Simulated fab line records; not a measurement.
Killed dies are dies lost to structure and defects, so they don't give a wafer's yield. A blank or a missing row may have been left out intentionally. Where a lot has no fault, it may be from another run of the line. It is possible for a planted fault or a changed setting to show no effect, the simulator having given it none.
Problem report, 8D (eight disciplines) form, completed by code | flow berkeley cmos170 | the parts of the form that need people (team, actions taken, sign-off) are left out

== 1. WHAT IS WRONG ==
Wafers free of any fault read 0.03214 ohm/sq (standard deviation 0.00029) for M3_AL_RS at UCB170_M3_RS_MEAS_02, against a mean of 0.06005 ohm/sq on 6 wafers of 2 lots. Relative to the usual mean, that is a shift of +96 standard deviations.
The step: measures by four-point-probe.
The first sign was on wafer L815.3 at day 10 20:02, on film metro-03. At this step, 42 wafers from 14 lots have a number in the record. By rule, "out" or "out of limits" means more than 4 standard deviations away from the usual mean. The rest of the wafers with a number are treated as sound.

== 2. WHAT IT IS, AND WHAT IT ISN'T ==
question                    | is                     | is not
which readings at this step | M3_AL_RS               | -
which lots                  | L815, L819             | L806, L808, L810, L811, L813, L814, L816, L824, L825, L826, L827, L828
which wafers of those lots  | all that have a number | -
read on which gauges        | film metro-03          | film metro-01, film metro-02
when                        | from day 10 20:02      | up to then (18 sound wafers); but 18 sound wafers of L816, L824, L825, L826, L827, L828 came after

== 3. WHAT RULES OUT EACH SUSPECT ==
Counting: a tool at any process step up to the reading remains a suspect when it ran all the lots that are out and ran no sound lot after the first of those.
- the gauge at UCB170_M3_RS_MEAS_02: ruled out. All the wafers that are out were read on film metro-03, but those of them that UCB170_M3_METAL_ETCH_18 has rows for are out there too, on other tools.
- pecvd-01 at UCB170_V1_CVD_00 (deposits SiO2 from TEOS/O2, target thk 2000 nm, time 250 s): ruled out as a lasting fault. The sound lots L825, L826, L827 went through it after L815, its earliest lot that is out (day 10 09:08).
- pvd sputter-02 at UCB170_M3_SPUTTER_01 (material Al, target thk 900 nm, time 120 s): kept. It processed each lot that is out, first L815 at day 10 19:54, and no sound lot thereafter; up to then, the last sound lot it processed was L813 at day 10 03:23.
Left after counting: pvd sputter-02 at UCB170_M3_SPUTTER_01.

== 4. THE CAUSE (what the simulator had put in) ==
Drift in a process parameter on pvd sputter-02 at UCB170_M3_SPUTTER_01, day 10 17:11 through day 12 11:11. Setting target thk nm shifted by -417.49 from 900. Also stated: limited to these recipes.
Counting left only this tool.

== 5. THE CHAIN OF EFFECTS, in route order ==
Each row: a reading where the mean over the struck wafers with a number is more than 3 standard deviations away from the usual. Only readings for which the record gives a usual standard deviation are gone through. hours: the time from each lot's start at the first step in this table that gives one to its start at this step, as a median over the lots. sigmas: the change in usual standard deviations.
hours | step                    | reading        | usual          | on struck wafers | change   | sigmas
0     | UCB170_M3_RS_MEAS_02    | M3_AL_RS       | 0.03214 ohm/sq | 0.06005          | +0.02791 | +96
0     | UCB170_M3_THK_MEAS_03   | M3_AL_THK      | 888 nm         | 480              | -408     | -44
2     | UCB170_M3_METAL_ETCH_18 | oes product au | 0.861 a.u.     | 0.640            | -0.221   | -23
Its process steps:
- UCB170_M3_METAL_ETCH_18: etches Al in Cl2/BCl3, stops on SiO2, target depth 1170 nm, time 195 s.

== 6. WHAT WOULD HAVE CAUGHT IT SOONER ==
3 hours passed between the start of the fault at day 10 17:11 and the first reading out of limits at a measuring or inspecting step in this record, taken at day 10 20:02.
Of the tool readings at UCB170_M3_SPUTTER_01 for which the record gives a usual standard deviation, none was out on any struck wafer, so an alarm limit of 4 standard deviations on them would not have fired.
Of the lots that are out (2), L819 began UCB170_M3_SPUTTER_01 on pvd sputter-02 after day 10 20:02. A tool hold placed at that time would have kept it from harm.
